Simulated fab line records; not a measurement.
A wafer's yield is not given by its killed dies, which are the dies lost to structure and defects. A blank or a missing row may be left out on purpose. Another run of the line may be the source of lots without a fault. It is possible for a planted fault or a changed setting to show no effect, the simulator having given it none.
What tool caused it? || flow berkeley_cmos170 || Sampling: 7 lots, 21 wafers, 2 of 331 route steps

## WHAT THE GAUGES READ, wafer by wafer
UCB170_M2_RS_MEAS_02: the measuring method here is four-point-probe.
{"lot": "L952", "measured": "day 9 14:01", "on": "film_metro-01", "M2_AL_RS (ohm/sq)": "0.0321 0.0320 0.0320"}
{"lot": "L950", "measured": "day 9 14:41", "on": "film_metro-01", "M2_AL_RS (ohm/sq)": "0.0323 0.0323 0.0324"}
{"lot": "L956", "measured": "day 11 03:28", "on": "film_metro-02", "M2_AL_RS (ohm/sq)": "0.0325 0.0324 0.0323"}
{"lot": "L957", "measured": "day 11 06:47", "on": "film_metro-03", "M2_AL_RS (ohm/sq)": "0.0318 0.0319 0.0322"}
{"lot": "L960", "measured": "day 11 07:59", "on": "film_metro-03", "M2_AL_RS (ohm/sq)": "0.0324 0.0325 0.0327"}
{"lot": "L962", "measured": "day 11 22:46", "on": "film_metro-03", "M2_AL_RS (ohm/sq)": "0.0319 0.0316 0.0321"}
{"lot": "L968", "measured": "day 13 03:31", "on": "film_metro-01", "M2_AL_RS (ohm/sq)": "0.0323 0.0328 0.0326"}

## TOOL THAT RAN EACH LOT (tool first, then ch and the chambers of the sampled wafers, then the start)
{"lot": "L952", "UCB170_M2_SPUTTER_01": "pvd_sputter-03, day 9 13:55"}
{"lot": "L950", "UCB170_M2_SPUTTER_01": "pvd_sputter-03, day 9 14:31"}
{"lot": "L956", "UCB170_M2_SPUTTER_01": "pvd_sputter-03, day 11 03:23"}
{"lot": "L957", "UCB170_M2_SPUTTER_01": "pvd_sputter-04, day 11 06:42"}
{"lot": "L960", "UCB170_M2_SPUTTER_01": "pvd_sputter-04, day 11 07:53"}
{"lot": "L962", "UCB170_M2_SPUTTER_01": "pvd_sputter-03, day 11 22:38"}
{"lot": "L968", "UCB170_M2_SPUTTER_01": "pvd_sputter-04, day 13 03:26"}
- UCB170_M2_SPUTTER_01: material Al, target thk 900 nm, time 120 s.

## THE ANSWER, worked out from the rows above alone
Rule: usual is defined by the lots themselves. Put in order of their means at a reading, lots are off if they are a third of the lots or fewer, leave a main group of 4 or more, and stand apart from it by a gap of 3 or more times the standard deviation of the main group's means; of several such gaps the widest counts. The tables above print the reading to a certain number of digits; a main group whose means all agree to those digits is not used. A lot without any number at a reading at which 4 lots or more have one is off too. Any other lot the step has rows for is counted as sound.
No lot is off at any reading shown: from this, nothing can be told.

## WHAT THE SIMULATOR PUT IN
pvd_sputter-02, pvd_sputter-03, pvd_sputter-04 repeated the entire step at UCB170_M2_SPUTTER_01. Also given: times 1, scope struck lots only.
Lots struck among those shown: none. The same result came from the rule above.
